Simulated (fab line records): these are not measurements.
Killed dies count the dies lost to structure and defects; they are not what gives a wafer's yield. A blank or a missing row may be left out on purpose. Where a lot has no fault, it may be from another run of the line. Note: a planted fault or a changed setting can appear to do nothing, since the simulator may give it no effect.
Problem report in the 8D (eight disciplines) form, filled by code || flow berkeley cmos170 || the parts of the form that need people (team, actions taken, sign-off) are left out

1. WHAT WENT WRONG
oes product au at UCB170_ACTIVE_ETCH_15 reads a mean of 0.858 a.u. on 3 wafers of 3 lots; wafers without a fault read 0.941 a.u. with a standard deviation of 0.015. Relative to the usual mean, that is a shift of -5.6 standard deviations.
The step: etches Si3N4 in CH3F/Ar/O2, stops on SiO2, target depth 242 nm, time 151 s.
First seen on wafer L309.3, day 7 07:27, on rie diel-03. The record has a number at this step for 45 wafers belonging to 15 lots. Rule for "out", or "out of limits": more than 4 standard deviations from the usual mean. The other wafers with a number count as sound.

2. WHAT IT IS AND WHAT IT IS NOT
{"question": "which readings at this step", "is": "oes product au", "is not": "drypump motor current A, throttle valve pct"}
{"question": "which lots", "is": "L307, L309, L311", "is not": "L301, L302, L303, L304, L305, L306, L315, L318, L320, L321, L322, L324"}
{"question": "which wafers of those lots", "is": "L307.6, L309.3, L311.6", "is not": "L307.1, L307.4, L309.1, L309.4, L311.4, L311.5"}
{"question": "read on which tools", "is": "rie diel-03", "is not": "rie diel-02, rie diel-04"}
{"question": "when", "is": "from day 7 07:27", "is not": "up to then (20 sound wafers); but 22 sound wafers of L307, L311, L315, L318, L320, L321, L322, L324 came after"}

3. WHAT RULES OUT EACH SUSPECT
Counting: a tool at a process step up to the reading stays a suspect if it ran every lot that is out. Sound lots after the first of them don't rule it out here, since some wafers of a struck lot are sound.
- rie diel-03 at UCB170_ACTIVE_ETCH_15 (etches Si3N4 in CH3F/Ar/O2, stops on SiO2, target depth 242 nm, time 151 s): kept. Every lot that is out went through it, the first being L309 (day 7 07:27); the last sound lot it ran before that was L305 (day 6 18:15). Its own readings are out on those wafers: oes product au.
- At UCB170_ACTIVE_ETCH_15, inside rie diel-03: chamber 3 took the wafers that are out, while their sound lot-mates went through chambers 0, 1.
Remaining after the count: rie diel-03 at UCB170_ACTIVE_ETCH_15.

4. THE CAUSE (what the simulator had put in)
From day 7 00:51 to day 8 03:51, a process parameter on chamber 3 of rie diel-03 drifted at UCB170_ACTIVE_ETCH_15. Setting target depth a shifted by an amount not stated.
Counting left only this tool.

5. SEQUENCE OF EFFECTS, ordered by route
Each row: a reading where the mean over the struck wafers with a number is more than 3 standard deviations away from the usual. Scope: only readings with a usual standard deviation given in the record; hours: median across lots of the time from each lot's start at the first step in this table that gives one to its start at this step; sigmas: change in usual standard deviations.
{"hours": 0, "step": "UCB170_ACTIVE_ETCH_15", "reading": "oes product au", "usual": "0.941 a.u.", "on struck wafers": 0.858, "change": -0.083, "sigmas": -5.6}
{"hours": 0, "step": "UCB170_ACTIVE_STRIP_16", "reading": "strip time to endpoint s", "usual": "18.07 s", "on struck wafers": 17.42, "change": -0.65, "sigmas": -8.7}
Here are the process steps it includes:
- UCB170_ACTIVE_ETCH_15: etches Si3N4 in CH3F/Ar/O2, stops on SiO2, target depth 242 nm, time 151 s.
- UCB170_ACTIVE_STRIP_16: strips in O2.

6. HOW IT WOULD HAVE BEEN CAUGHT EARLIER
In this record the first reading out of limits was taken at day 7 07:27, 7 hours after the fault began at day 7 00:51.
